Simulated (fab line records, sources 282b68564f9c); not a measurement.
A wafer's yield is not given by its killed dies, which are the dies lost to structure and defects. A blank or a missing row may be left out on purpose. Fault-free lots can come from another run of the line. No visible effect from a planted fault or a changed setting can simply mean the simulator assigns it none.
Split-lot study -- flow ritCmos -- 4 lots, 18 wafers read, on a route of 202 steps

ABOUT THE SPLIT
At RIT_GATE_DEVELOP_15 (develop time 50 s), the setting devTempC was moved away from the recipe's 23 C on 5 of the 18 wafers read, by -11.1% to +6.6%. The other wafers ran this setting at the recipe's value.

FROM THE SPLIT TO THE READING: what the file shows between them, 11 steps
- RIT_NLDD_COAT_01: resist thk 1000 nm (also split here: spinRpm)
- RIT_NLDD_SOFTBAKE_02: time 60 s
- RIT_NLDD_EXPOSE_03: exposes mask M7, target cd 40700 nm
- RIT_NLDD_DEVELOP_05: develop time 50 s
- RIT_NLDD_HARDBAKE_07: time 60 s
- RIT_NLDD_IMPLANT_08 (also split here: energyKev)
- RIT_PLDD_COAT_01: resist thk 1000 nm (also split here: resistThkNm)
- RIT_PLDD_SOFTBAKE_02: time 60 s
- RIT_PLDD_EXPOSE_03: exposes mask M8, target cd 40900 nm
- RIT_PLDD_DEVELOP_05: develop time 50 s
- RIT_PLDD_HARDBAKE_07: time 60 s

THE READING
etest.nmos_0p15.driveUaUm (the simulator's own value, which no gauge read), at RIT_M1_PROBE_99. The file gives no usual value for it. The 13 wafers here that ran the recipe average 427.9, standard deviation 42.

wafer,"tool, chamber at the split","devTempC as run, C",against the recipe,etest.nmos_0p15.driveUaUm,against lot-mates on the recipe
L074.1,"lithoTrack-02, 0",23,recipe,476.8,-
L074.4,"lithoTrack-02, 0",23,recipe,484.9,-
L074.5,"lithoTrack-02, 0",23,recipe,469.6,-
L076.1,"lithoTrack-01, 0",23,recipe,399.9,-
L076.2,"lithoTrack-01, 0",23,recipe,407.2,-
L076.4,"lithoTrack-01, 0",23,recipe,427.4,-
L076.5,"lithoTrack-01, 0",23,recipe,395.6,-
L076.6,"lithoTrack-01, 0",23,recipe,393.6,-
L081.1,"lithoTrack-04, 0",20.45,-11.1%,534.6,+54.7
L081.2,"lithoTrack-04, 0",20.45,-11.1%,569.1,+89.2
L081.4,"lithoTrack-04, 0",23,recipe,477.6,-
L081.5,"lithoTrack-04, 0",23,recipe,482.2,-
L081.6,"lithoTrack-04, 0",20.45,-11.1%,557.6,+77.7
L083.1,"lithoTrack-01, 0",24.52,+6.6%,343.6,-38.8
L083.3,"lithoTrack-01, 0",24.52,+6.6%,341.5,-40.9
L083.4,"lithoTrack-01, 0",23,recipe,388.9,-
L083.5,"lithoTrack-01, 0",23,recipe,376,-
L083.6,"lithoTrack-01, 0",23,recipe,382.4,-

FIT RESULTS
A straight line over all 18 wafers: etest.nmos_0p15.driveUaUm changes by -11.7 for each +1% of devTempC; r = -0.85; the points scatter about the line by 38.
The same after taking each lot's own level away (the mean of its wafers on the recipe; 18 wafers): -6.51 for each +1%; r = -0.96; scatter 10.
The reading moves by 72 for the largest change in devTempC, on that fit.
The lots' own levels span 382.43 to 479.90, that is 2.3 times the standard deviation above.
So the slope is not independent of the lot-to-lot level: the two fits are not the same.
Check: +80.1 against its lot-mates is what the line predicts for one of the wafers moved furthest among these (-11.1%) when that wafer is left out of the fit. It came out at +54.7 against them.

OTHER SPLITS APPLIED TO THESE WAFERS
Note: prior to the reading, these wafers also went through further splits. Each is held against what the fit with the lots' levels taken away leaves over:
other split on the same wafers,wafers away from the commonest value,r with etest.nmos_0p15.driveUaUm (lot level and that fit taken away)
RIT_ACTIVE_CVD_03 timeS,10,-0.06
RIT_ACTIVE_COAT_06 spinRpm,6,-0.06
RIT_FOX1_OXIDATION_00 oxTimeS,13,+0.04
RIT_NWELL_IMPLANT_08 doseCm2,4,+0.04
RIT_PWELL_DEVELOP_05 devTempC,5,+0.04
RIT_NRETRO_SOFTBAKE_02 tempC,5,-0.21
RIT_NRETRO_DEVELOP_05 developTimeS,8,+0.24
RIT_GATE_OXIDATION_05 tempC,10,+0.01
RIT_NLDD_COAT_01 spinRpm,6,+0.33
RIT_NLDD_IMPLANT_08 energyKev,8,+0.31
RIT_PLDD_COAT_01 resistThkNm,7,-0.13

THE WHOLE CHAIN: every reading that the file lists as answering this split, in the file's order
step,what it does,reading,change (the file's fit),r (the file's)
RIT_M1_PROBE_99,,"etest.pmosTurned.rOnOhmUm (the simulator's own value, which no gauge read)",+43.7 for each +1% of the setting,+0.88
RIT_M1_PROBE_99,,"etest.pmos_0p15.rOnOhmUm (the simulator's own value, which no gauge read)",+43.8 for each +1% of the setting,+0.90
RIT_M1_PROBE_99,,"etest.nmos_0p15.driveUaUm (the simulator's own value, which no gauge read)",-6.5 for each +1% of the setting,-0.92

THE FILE'S OWN FIT
etest.nmos_0p15.driveUaUm changes by -6.5 for each +1% of devTempC, r = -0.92.
